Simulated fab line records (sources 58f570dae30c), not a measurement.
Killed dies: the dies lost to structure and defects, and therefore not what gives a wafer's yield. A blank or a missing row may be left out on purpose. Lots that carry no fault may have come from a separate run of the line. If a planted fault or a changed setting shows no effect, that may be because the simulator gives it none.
fab line records    flow berkeley_cmos170
record lots=5  wafers=27
route steps=331 shown PWELL@48 WELLDRIVE@56 GATE@141 SILICIDE@211 V1@268 M3@331
start_h: hours from the record's first day to the start of the lot's first wafer shown    wait_h: how many hours have passed since the lot's step before this one    " identical to the entry in the row above    L1.1+2: a row that stands for several wafers    - no value present, or no start provided    * or withheld: withheld    < > ~ a bound
route shown NAME@n: a module of which the file shows steps, and the number in the route of the first    usual: mean/standard deviation of fault-free wafers    same: alike in all rows    chamber/n: place in a boat    sites: the reading at each site    _std_site: standard deviation of those values    _edge_site: the outer-site mean with the inner-site mean subtracted    radius_mm: how far each site lies from the wafer's centre    mask NAME#n: copy n    behind: the tool/chamber that last shaped the wafer    hold: the reason the lot was held/the length of the hold in hours/how it ended    device: whichever transistor did not switch (one of n, p or np)    end of line: at the end of the route, the tests of the same wafers    step lacking rows: just its recipe    killed: dies lost to structure and defects at the first sort, not the wafer's yield    map: dies across one wafer; x = killed, . = not, _ = none there
set.NAME: the setting the step ran with; set.NAME@STEP: the setting that earlier step ran with    model.NAME: the simulator's own value behind a step, which no gauge read
one table per step and one row per wafer, for lots whose settings were changed on purpose
## steps
# step UCB170_PWELL_ETCH_14
# recipe chemistry=CH3F/Ar/O2  target=Si3N4  stop_on=SiO2  CH3F_flow_sccm=20  Ar_flow_sccm=50  O2_flow_sccm=7  pressure_mtorr=50  rf_w=450  target_depth_a=2420  over_etch_frac=0.1  time_s=151
lot.wafer  tool         chamber  start_h  wait_h  set.time_s  model.KrF_of_PWELL_COAT_08.thk_nm  model.SiO2_of_PWELL_OXIDATION_02.thk_nm
L077.1     rie_diel-04  1        65.17    0.0     151         727.4                              22.69
L077.2     "            2        "        "       151         724.1                              22.21
L077.3     "            3        "        "       181.9       693.5                              14.46
L077.4     "            0        "        "       181.9       694.5                              13.97
L077.5     "            2        "        "       151         721.9                              22.16
L077.6     "            1        "        "       181.9       697.8                              14.83
L075.1     rie_diel-03  2        65.27    0.0     112         765.4                              23.38
L075.2     "            3        "        "       112         765                                23.43
L075.3     "            0        "        "       151         722.4                              22.41
L075.4     "            1        "        "       151         721.8                              22.44
L075.5     "            0        "        "       112         765.4                              23.53
L075.6     "            3        "        "       151         725.3                              22.39
L078.1     rie_diel-03  0        76.09    0.0     151         720.8                              22.12
L078.2     "            2        "        "       212.9       657.8                              5.7
L078.3     "            1        "        "       212.9       656.9                              6.461
L078.4     "            3        "        "       212.9       657.4                              5.911
L078.5     "            1        "        "       151         725.2                              21.9
L078.6     "            2        "        "       151         723.2                              22.04
L080.1     rie_diel-01  3        87.09    0.0     151         726.6                              22.35
L080.2     "            1        "        "       185.6       688.8                              13.11
L080.3     "            0        "        "       151         724.2                              22.17
L080.4     "            0        "        "       185.6       687.9                              13.09
L080.5     "            3        "        "       185.6       690.1                              14.5
L080.6     "            1        "        "       151         723.3                              22.35
L081.2     rie_diel-04  0        87.33    0.0     151         725.4                              22.62
L081.5     "            3        "        "       151         730.6                              22.57
L081.6     "            2        "        "       151         724.5                              22.2
# step UCB170_PWELL_IMPLANT_15
# recipe species=B  dose_cm2=5e+12  energy_kev=60  tilt_deg=7
# step UCB170_PWELL_STRIP_16
# recipe chemistry=O2  power_w=400  pressure_mtorr=3500  platen_temp_c=withheld  o2_flow_sccm=400  overash_fraction=0.5
# usual strip_time_to_endpoint_s=18.06/0.069
lot.wafer  tool             chamber  start_h  wait_h  set.time_s@PWELL_ETCH_14  strip_time_to_endpoint_s
L077.1     plasma_asher-03  1        65.45    0.1     151                       18.16
L077.2     "                0        "        "       151                       18.08
L077.3     "                1        "        "       181.9                     17.34
L077.4     "                0        "        "       181.9                     17.37
L077.5     "                1        "        "       151                       18.01
L077.6     "                0        "        "       181.9                     17.45
L075.1     plasma_asher-04  0        65.52    0.1     112                       19.06
L075.2     "                1        "        "       112                       19.07
L075.3     "                1        "        "       151                       18.04
L075.4     "                0        "        "       151                       18.02
L075.5     "                1        "        "       112                       19.07
L075.6     "                0        "        "       151                       18.13
L078.1     plasma_asher-03  1        76.34    0.1     151                       18.01
L078.2     "                0        "        "       212.9                     16.49
L078.3     "                1        "        "       212.9                     16.46
L078.4     "                0        "        "       212.9                     16.47
L078.5     "                0        "        "       151                       18.11
L078.6     "                1        "        "       151                       18.06
L080.1     plasma_asher-01  0        87.34    0.1     151                       18.13
L080.2     "                1        "        "       185.6                     17.24
L080.3     "                0        "        "       151                       18.07
L080.4     "                1        "        "       185.6                     17.21
L080.5     "                0        "        "       185.6                     17.25
L080.6     "                1        "        "       151                       18.07
L081.2     plasma_asher-03  0        87.58    0.1     151                       18.12
L081.5     "                0        "        "       151                       18.23
L081.6     "                1        "        "       151                       18.09
# step UCB170_WELLDRIVE_OXIDATION_01
# recipe temp_c=1100  ambient=O2  target_thk_a=1990  ox_time_s=9000
lot.wafer  tool        chamber  start_h  wait_h  set.ox_time_s  model.SiO2_of_WELLDRIVE_OXIDATION_01.thk_nm
L075.1     -           -        -        3.2     9000           205
L075.2     "           -        "        "       9000           202.5
L075.3     "           -        "        "       9000           202.1
L075.4     "           -        "        "       9000           200.2
L075.5     "           -        "        "       9000           203.9
L075.6     "           -        "        "       9000           201.3
L077.1     -           -        -        3.2     9000           195.5
L077.2     "           -        "        "       9000           194.3
L077.3     "           -        "        "       9000           197.6
L077.4     "           -        "        "       9000           194.5
L077.5     "           -        "        "       9000           193.4
L077.6     "           -        "        "       9000           194.7
L078.1     -           -        -        4.9     9000           196.1
L078.2     "           -        "        "       9000           197.7
L078.3     "           -        "        "       9000           196.6
L078.4     "           -        "        "       9000           195
L078.5     "           -        "        "       9000           200.7
L078.6     "           -        "        "       9000           196.2
L080.1     -           -        -        4.7     4751           131
L080.2     "           -        "        "       4751           136.4
L080.3     "           -        "        "       4751           131.8
L080.4     "           -        "        "       4751           132.1
L080.5     "           -        "        "       4751           130.1
L080.6     "           -        "        "       4751           132.6
L081.2     furnace-02  0        96.61    4.5     9000           198.8
L081.5     "           0        "        "       9000           197.8
L081.6     "           0        "        "       9000           196.2
# step UCB170_WELLDRIVE_THK_MEAS_02
# recipe reads=SiO2_of_WELLDRIVE_OXIDATION_01
# usual WELLDRIVE_OXIDE_THK=197/3.3
lot.wafer  tool           chamber  start_h  wait_h  set.ox_time_s@WELLDRIVE_OXIDATION_01  WELLDRIVE_OXIDE_THK[nm]
L075.1     film_metro-01  -        -        -       9000                                  205
L075.2     "              -        "        "       9000                                  202
L075.3     "              -        "        "       9000                                  202
L075.4     "              -        "        "       9000                                  200
L075.5     "              -        "        "       9000                                  204
L075.6     "              -        "        "       9000                                  201
L077.1     film_metro-03  -        -        -       9000                                  196
L077.2     "              -        "        "       9000                                  194
L077.3     "              -        "        "       9000                                  198
L077.4     "              -        "        "       9000                                  194
L077.5     "              -        "        "       9000                                  193
L077.6     "              -        "        "       9000                                  195
L078.1     film_metro-02  -        -        -       9000                                  196
L078.2     "              -        "        "       9000                                  198
L078.3     "              -        "        "       9000                                  197
L078.4     "              -        "        "       9000                                  195
L078.5     "              -        "        "       9000                                  201
L078.6     "              -        "        "       9000                                  196
L080.1     film_metro-01  -        -        -       4751                                  131
L080.2     "              -        "        "       4751                                  136
L080.3     "              -        "        "       4751                                  132
L080.4     "              -        "        "       4751                                  132
L080.5     "              -        "        "       4751                                  130
L080.6     "              -        "        "       4751                                  133
L081.2     film_metro-03  -        100.12   0.0     9000                                  199
L081.5     "              -        "        "       9000                                  198
L081.6     "              -        "        "       9000                                  196
# step UCB170_GATE_ETCH_15
# recipe chemistry=HBr/Cl2  target=poly-Si  stop_on=SiO2  over_etch_frac=0.3  icp_w=300  bias_w=150  time_s=56.3  pressure_mtorr=15  HBr_flow_sccm=150  Cl2_flow_sccm=50  target_depth_a=2782
lot.wafer  tool       chamber  start_h  wait_h  set.time_s  model.KrF_of_GATE_COAT_07.thk_nm
L075.1     rie_si-01  3        154.54   -       70.62       749.9
L075.2     "          1        "        "       56.3        778.8
L075.3     "          2        "        "       56.3        777.3
L075.4     "          0        "        "       56.3        778.5
L075.5     "          2        "        "       70.62       750
L075.6     "          1        "        "       70.62       750.5
L077.1+6   rie_si-02  1        154.57   -       37.05       808.5
L077.2     "          3        "        "       56.3        777.1
L077.3     "          2        "        "       37.05       811.7
L077.4     "          0        "        "       56.3        774.2
L077.5     "          2        "        "       56.3        776.8
L078.1     rie_si-02  2        171.40   -       83.27       731.6
L078.2     "          3        "        "       83.27       731.4
L078.3     "          0        "        "       83.27       730.1
L078.4     "          1        "        "       56.3        777.5
L078.5     "          3        "        "       56.3        780.6
L078.6     "          2        "        "       56.3        782.7
L080.1     rie_si-01  2        183.51   -       56.3        770.9
L080.2     "          1        "        "       56.3        775
L080.3     "          3        "        "       56.3        772.3
L080.4     "          0        "        "       56.3        774.9
L080.5     "          2        "        "       56.3        772.2
L080.6     "          1        "        "       56.3        772
L081.2     rie_si-02  2        183.75   -       56.3        779.2
L081.5     "          0        "        "       56.3        777.6
L081.6     "          1        "        "       56.3        773.9
# step UCB170_SILICIDE_SPUTTER_01
# recipe material=Ti  target_thk_nm=30  time_s=25  power_w=1500  chamber_pressure_pa=0.5
lot.wafer  tool            chamber  start_h  wait_h  set.time_s  model.Ti_of_SILICIDE_SPUTTER_01.thk_nm
L075.1     pvd_sputter-03  -        174.08   0.0     13.22       15.59
L075.2     "               -        "        "       25          29.91
L075.3     "               -        "        "       25          29.93
L075.4     "               -        "        "       13.22       15.92
L075.5     "               -        "        "       25          30.01
L075.6     "               -        "        "       13.22       15.64
L077.1     pvd_sputter-04  -        175.01   0.0     25          30.17
L077.2     "               -        "        "       13.51       16.12
L077.3     "               -        "        "       13.51       16.29
L077.4     "               -        "        "       25          30.09
L077.5     "               -        "        "       13.51       16.17
L077.6     "               -        "        "       25          30.39
L078.1     pvd_sputter-04  -        191.65   0.1     29.98       36.47
L078.2     "               -        "        "       29.98       36.15
L078.3     "               -        "        "       25          30.04
L078.4     "               -        "        "       25          29.97
L078.5     "               -        "        "       25          29.98
L078.6     "               -        "        "       29.98       36.46
L081.2     pvd_sputter-04  -        208.23   0.0     25          30.18
L081.5     "               -        "        "       25          29.66
L081.6     "               -        "        "       25          30.12
L080.1     pvd_sputter-04  -        208.70   0.0     18.34       22.04
L080.2     "               -        "        "       25          29.68
L080.3     "               -        "        "       25          29.97
L080.4     "               -        "        "       25          29.91
L080.5     "               -        "        "       18.34       21.67
L080.6     "               -        "        "       18.34       21.93
# step UCB170_SILICIDE_RS_MEAS_02
# recipe thk_meas_gauge=four-point-probe  reads=Ti_of_SILICIDE_SPUTTER_01
# usual SILICIDE_TI_RS=26.13/0.24
lot.wafer  tool           chamber  start_h  wait_h  set.time_s@SILICIDE_SPUTTER_01  SILICIDE_TI_RS[ohm/sq]
L075.1     film_metro-03  -        174.11   0.0     13.22                           57.38
L075.2     "              -        "        "       25                              26.20
L075.3     "              -        "        "       25                              26.13
L075.4     "              -        "        "       13.22                           56.02
L075.5     "              -        "        "       25                              26.11
L075.6     "              -        "        "       13.22                           57.27
L077.1     film_metro-03  -        175.04   0.0     25                              25.93
L077.2     "              -        "        "       13.51                           54.96
L077.3     "              -        "        "       13.51                           54.23
L077.4     "              -        "        "       25                              25.99
L077.5     "              -        "        "       13.51                           54.80
L077.6     "              -        "        "       25                              25.76
L078.1     film_metro-01  -        191.71   0.0     29.98                           20.74
L078.2     "              -        "        "       29.98                           20.99
L078.3     "              -        "        "       25                              26.11
L078.4     "              -        "        "       25                              26.14
L078.5     "              -        "        "       25                              26.15
L078.6     "              -        "        "       29.98                           20.79
L081.2     film_metro-03  -        208.28   0.0     25                              25.93
L081.5     "              -        "        "       25                              26.53
L081.6     "              -        "        "       25                              25.99
L080.1     film_metro-03  -        208.73   0.0     18.34                           37.62
L080.2     "              -        "        "       25                              26.40
L080.3     "              -        "        "       25                              26.17
L080.4     "              -        "        "       25                              26.24
L080.5     "              -        "        "       18.34                           38.45
L080.6     "              -        "        "       18.34                           37.85
# step UCB170_SILICIDE_THK_MEAS_03
# recipe thk_meas_gauge=xrf  reads=Ti_of_SILICIDE_SPUTTER_01
# usual SILICIDE_TI_THK=29.96/0.23
lot.wafer  tool           chamber  start_h  wait_h  set.time_s@SILICIDE_SPUTTER_01  SILICIDE_TI_THK[nm]
L075.1     film_metro-03  -        174.23   0.1     13.22                           15.55
L075.2     "              -        "        "       25                              29.82
L075.3     "              -        "        "       25                              29.68
L075.4     "              -        "        "       13.22                           15.85
L075.5     "              -        "        "       25                              29.97
L075.6     "              -        "        "       13.22                           15.54
L077.1     film_metro-03  -        175.16   0.1     25                              30.05
L077.2     "              -        "        "       13.51                           16.15
L077.3     "              -        "        "       13.51                           16.25
L077.4     "              -        "        "       25                              29.99
L077.5     "              -        "        "       13.51                           16.15
L077.6     "              -        "        "       25                              30.28
L078.1     film_metro-01  -        191.83   0.1     29.98                           36.49
L078.2     "              -        "        "       29.98                           36.11
L078.3     "              -        "        "       25                              30.16
L078.4     "              -        "        "       25                              30.03
L078.5     "              -        "        "       25                              30.09
L078.6     "              -        "        "       29.98                           36.39
L081.2     film_metro-03  -        208.39   0.1     25                              30.19
L081.5     "              -        "        "       25                              29.70
L081.6     "              -        "        "       25                              30.20
L080.1     film_metro-03  -        208.85   0.1     18.34                           22.10
L080.2     "              -        "        "       25                              29.62
L080.3     "              -        "        "       25                              29.83
L080.4     "              -        "        "       25                              30.01
L080.5     "              -        "        "       18.34                           21.74
L080.6     "              -        "        "       18.34                           21.94
# step UCB170_V1_ETCH_14
# recipe chemistry=CHF3/CF4/Ar  target=SiO2  stop_on=Al  CHF3_flow_sccm=45  cf4_flow_sccm=15  Ar_flow_sccm=150  pressure_mtorr=200  rf_w=700  target_depth_a=12500  over_etch_frac=0.25  time_s=291
# usual oes_product_au=0.883/0.0091
lot.wafer  tool         chamber  start_h  wait_h  set.target_depth_a  oes_product_au  model.KrF_of_V1_COAT_07.thk_nm
L075.1     rie_diel-01  2        186.28   0.0     5866                0.990           753
L075.2     "            0        "        "       5866                0.990           757.8
L075.3     "            3        "        "       12500               0.859           609.9
L075.4     "            1        "        "       12500               0.883           614.5
L075.5     "            3        "        "       12500               0.873           614.5
L075.6     "            0        "        "       5866                0.990           758.1
L077.1     rie_diel-02  0        187.31   0.0     12500               0.887           618.1
L077.2     "            2        "        "       12500               0.893           614.2
L077.3     "            3        "        "       12500               0.890           606.5
L077.4     "            1        "        "       16320               0.776           524.4
L077.5     "            1        "        "       16320               0.772           523.8
L077.6     "            2        "        "       16320               0.776           528.9
L078.1     rie_diel-02  3        202.64   0.0     12500               0.884           603.1
L078.2     "            1        "        "       12500               0.880           612.7
L078.3     "            0        "        "       10340               0.981           663.2
L078.4     "            2        "        "       10340               0.998           659.6
L078.5     "            0        "        "       12500               0.888           614.6
L078.6     "            3        "        "       10340               0.987           652.6
L081.2     rie_diel-02  2        218.01   0.0     12500               0.891           607.5
L081.5     "            2        "        "       12500               0.893           608.2
L081.6     "            0        "        "       12500               0.883           613.4
L080.1     rie_diel-01  2        220.89   0.0     10240               0.976           658.8
L080.2     "            3        "        "       10240               0.982           661.6
L080.3     "            0        "        "       12500               0.880           607.4
L080.4     "            1        "        "       12500               0.884           604.4
L080.5     "            3        "        "       12500               0.867           614.6
L080.6     "            2        "        "       10240               0.971           659.3
# step UCB170_V1_STRIP_15
# recipe chemistry=O2  power_w=400  pressure_mtorr=3500  platen_temp_c=withheld  o2_flow_sccm=400  overash_fraction=0.5
# usual strip_time_to_endpoint_s=15.32/0.096
lot.wafer  tool             chamber  start_h  wait_h  set.target_depth_a@V1_ETCH_14  strip_time_to_endpoint_s
L075.1     plasma_asher-04  1        186.46   0.1     5866                           18.66
L075.2     "                0        "        "       5866                           18.78
L075.3     "                0        "        "       12500                          15.31
L075.4     "                1        "        "       12500                          15.43
L075.5     "                0        "        "       12500                          15.42
L075.6     "                1        "        "       5866                           18.79
L077.1     plasma_asher-01  1        187.49   0.1     12500                          15.53
L077.2     "                0        "        "       12500                          15.41
L077.3     "                1        "        "       12500                          15.23
L077.4     "                0        "        "       16320                          13.29
L077.5     "                1        "        "       16320                          13.27
L077.6     "                0        "        "       16320                          13.38
L078.1     plasma_asher-04  1        202.81   0.1     12500                          15.15
L078.2     "                0        "        "       12500                          15.39
L078.3     "                0        "        "       10340                          16.51
L078.4     "                1        "        "       10340                          16.40
L078.5     "                0        "        "       12500                          15.42
L078.6     "                1        "        "       10340                          16.25
L081.2     plasma_asher-04  1        218.19   0.1     12500                          15.25
L081.5     "                0        "        "       12500                          15.26
L081.6     "                1        "        "       12500                          15.40
L080.1     plasma_asher-04  0        221.07   0.1     10240                          16.40
L080.2     "                1        "        "       10240                          16.47
L080.3     "                1        "        "       12500                          15.25
L080.4     "                0        "        "       12500                          15.19
L080.5     "                0        "        "       12500                          15.41
L080.6     "                1        "        "       10240                          16.42
# step UCB170_V1_CD_MEAS_90
# recipe target_cd_nm=700
# usual cd_nm=700.8/1.4
lot.wafer  tool       chamber  start_h  wait_h  set.target_depth_a@V1_ETCH_14  cd_nm
L075.1     cd_sem-02  -        186.56   0.1     5866                           696.7
L075.2     "          -        "        "       5866                           693.7
L075.3     "          -        "        "       12500                          700.8
L075.4     "          -        "        "       12500                          702.3
L075.5     "          -        "        "       12500                          701.9
L075.6     "          -        "        "       5866                           693.6
L077.1     cd_sem-02  -        187.64   0.1     12500                          699.2
L077.2     "          -        "        "       12500                          699.1
L077.3     "          -        "        "       12500                          701.1
L077.4     "          -        "        "       16320                          701.4
L077.5     "          -        "        "       16320                          703.5
L077.6     "          -        "        "       16320                          701.6
L078.1     cd_sem-02  -        202.91   0.1     12500                          701.0
L078.2     "          -        "        "       12500                          699.8
L078.3     "          -        "        "       10340                          699.3
L078.4     "          -        "        "       10340                          699.4
L078.5     "          -        "        "       12500                          699.6
L078.6     "          -        "        "       10340                          699.6
L081.2     cd_sem-01  -        218.31   0.1     12500                          701.0
L081.5     "          -        "        "       12500                          701.0
L081.6     "          -        "        "       12500                          702.0
L080.1     cd_sem-02  -        221.17   0.1     10240                          700.8
L080.2     "          -        "        "       10240                          699.7
L080.3     "          -        "        "       12500                          699.6
L080.4     "          -        "        "       12500                          701.1
L080.5     "          -        "        "       12500                          700.7
L080.6     "          -        "        "       10240                          700.4
# step UCB170_M3_PROBE_99
lot.wafer   tool       chamber  start_h  wait_h  set.ox_time_s@WELLDRIVE_OXIDATION_01  set.time_s@GATE_ETCH_15  model.etest.nldd.line_ohm_um  model.etest.nwell.width_nm  model.etest.nwell_pinched.rs_ohm_sq  model.etest.pldd.line_ohm_um  model.etest.pldd.rs_ohm_sq
L075.1      prober-02  -        195.03   0.1     9000                                  70.62                    1205                          2406                        1261                                 1693                          1050
L075.2      prober-02  -        195.08   0.1     9000                                  56.3                     -                             -                           -                                    -                             -
L075.3      prober-02  -        195.13   0.2     9000                                  56.3                     1238                          2376                        1251                                 1740                          1080
L075.4      prober-02  -        195.18   0.2     9000                                  56.3                     1289                          2364                        1270                                 1841                          1102
L075.5+6    prober-02  -        195.23   0.2     9000                                  70.62                    -                             -                           -                                    -                             -
L077.1+3+6  prober-02  -        195.93   0.1     9000                                  37.05                    -                             -                           -                                    -                             -
L077.2      prober-02  -        195.98   0.1     9000                                  56.3                     1273                          2356                        1279                                 1808                          1124
L077.4      prober-02  -        196.08   0.2     9000                                  56.3                     1261                          2369                        1290                                 1769                          1105
L077.5      prober-02  -        196.13   0.2     9000                                  56.3                     1261                          2361                        1282                                 1815                          1124
L078.1      prober-01  -        211.17   0.1     9000                                  83.27                    1377                          2355                        1270                                 1903                          1016
L078.2      prober-01  -        211.22   0.1     9000                                  83.27                    1379                          2381                        1277                                 1891                          1018
L078.3      prober-01  -        211.27   0.2     9000                                  83.27                    1369                          2360                        1289                                 1920                          1038
L078.4      prober-01  -        211.32   0.2     9000                                  56.3                     1445                          2357                        1281                                 2078                          1105
L078.5      prober-01  -        211.37   0.2     9000                                  56.3                     1446                          2366                        1284                                 2092                          1110
L078.6      prober-01  -        211.42   0.2     9000                                  56.3                     1463                          2377                        1276                                 2158                          1122
L081.2      prober-02  -        226.36   0.1     9000                                  56.3                     1278                          2362                        1288                                 1788                          1081
L081.5      prober-02  -        226.51   0.2     9000                                  56.3                     1294                          2369                        1297                                 1832                          1112
L081.6      prober-02  -        226.56   0.2     9000                                  56.3                     1276                          2360                        1300                                 1804                          1081
L080.1      prober-01  -        229.38   0.1     4751                                  56.3                     1255                          2487                        1472                                 1831                          1128
L080.2      prober-01  -        229.43   0.1     4751                                  56.3                     1249                          2483                        1472                                 1759                          1095
L080.3      prober-01  -        229.48   0.2     4751                                  56.3                     1263                          2473                        1472                                 1804                          1102
L080.4      prober-01  -        229.53   0.2     4751                                  56.3                     1269                          2473                        1474                                 1826                          1121
L080.5      prober-01  -        229.58   0.2     4751                                  56.3                     1254                          2473                        1479                                 1767                          1101
L080.6      prober-01  -        229.63   0.2     4751                                  56.3                     1278                          2475                        1487                                 1795                          1120
# killed by level:class
L081.2 M2:geometric_particle:short=3 GATE:geometric_particle:open=1 M3:geometric_particle:short=1
L081.5 WELLDRIVE:geometric_particle:short=1 GATE:geometric_particle:open=1 SILICIDE:geometric_particle:short=1
L081.6 SCREENOX:geometric_particle:short=1 GATE:geometric_particle:short=1 SPACER:geometric_particle:short=1 V1:geometric_particle:open=1
## key
split step=UCB170_PWELL_ETCH_14  setting=time_s  stated=151  by=wafer
response step=UCB170_PWELL_ETCH_14  reading=model.KrF_of_PWELL_COAT_08.thk_nm  change=-1.58  per=1%  r=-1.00
response step=UCB170_PWELL_ETCH_14  reading=model.SiO2_of_PWELL_OXIDATION_02.thk_nm  shape=bent  at_lowest=23.44  at_stated=22.31  at_highest=6.024
response step=UCB170_PWELL_STRIP_16  reading=strip_time_to_endpoint_s  change=*  per=1%  r=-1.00
split step=UCB170_WELLDRIVE_OXIDATION_01  setting=ox_time_s  stated=9000  by=lot
response step=UCB170_WELLDRIVE_OXIDATION_01  reading=model.SiO2_of_WELLDRIVE_OXIDATION_01.thk_nm  change=+1.39  per=1%  r=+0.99
response step=UCB170_WELLDRIVE_THK_MEAS_02  reading=WELLDRIVE_OXIDE_THK  change=+1.39  per=1%  r=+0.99
response step=UCB170_M3_PROBE_99  reading=model.etest.nwell_pinched.rs_ohm_sq  change=-4.16  per=1%  r=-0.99
response step=UCB170_M3_PROBE_99  reading=model.etest.nwell.width_nm  change=-2.32  per=1%  r=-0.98
split step=UCB170_GATE_ETCH_15  setting=time_s  stated=56.3  by=wafer
response step=UCB170_GATE_ETCH_15  reading=model.KrF_of_GATE_COAT_07.thk_nm  change=-1.03  per=1%  r=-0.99
response step=UCB170_M3_PROBE_99  reading=model.etest.pldd.line_ohm_um  change=-4.22  per=1%  r=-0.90
response step=UCB170_M3_PROBE_99  reading=model.etest.nldd.line_ohm_um  change=-1.67  per=1%  r=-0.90
response step=UCB170_M3_PROBE_99  reading=model.etest.pldd.rs_ohm_sq  change=-1.81  per=1%  r=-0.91
split step=UCB170_SILICIDE_SPUTTER_01  setting=time_s  stated=25  by=wafer
response step=UCB170_SILICIDE_SPUTTER_01  reading=model.Ti_of_SILICIDE_SPUTTER_01.thk_nm  change=+0.304  per=1%  r=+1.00
response step=UCB170_SILICIDE_RS_MEAS_02  reading=SILICIDE_TI_RS  change=-0.586  per=1%  r=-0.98
response step=UCB170_SILICIDE_THK_MEAS_03  reading=SILICIDE_TI_THK  change=+0.302  per=1%  r=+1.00
split step=UCB170_V1_ETCH_14  setting=target_depth_a  stated=12500  by=wafer
response step=UCB170_V1_ETCH_14  reading=oes_product_au  change=-0.00307  per=1%  r=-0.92
response step=UCB170_V1_ETCH_14  reading=model.KrF_of_V1_COAT_07.thk_nm  change=-2.75  per=1%  r=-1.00
response step=UCB170_V1_STRIP_15  reading=strip_time_to_endpoint_s  change=*  per=1%  r=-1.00
response step=UCB170_V1_CD_MEAS_90  reading=cd_nm  change=+0.105  per=1%  r=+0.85
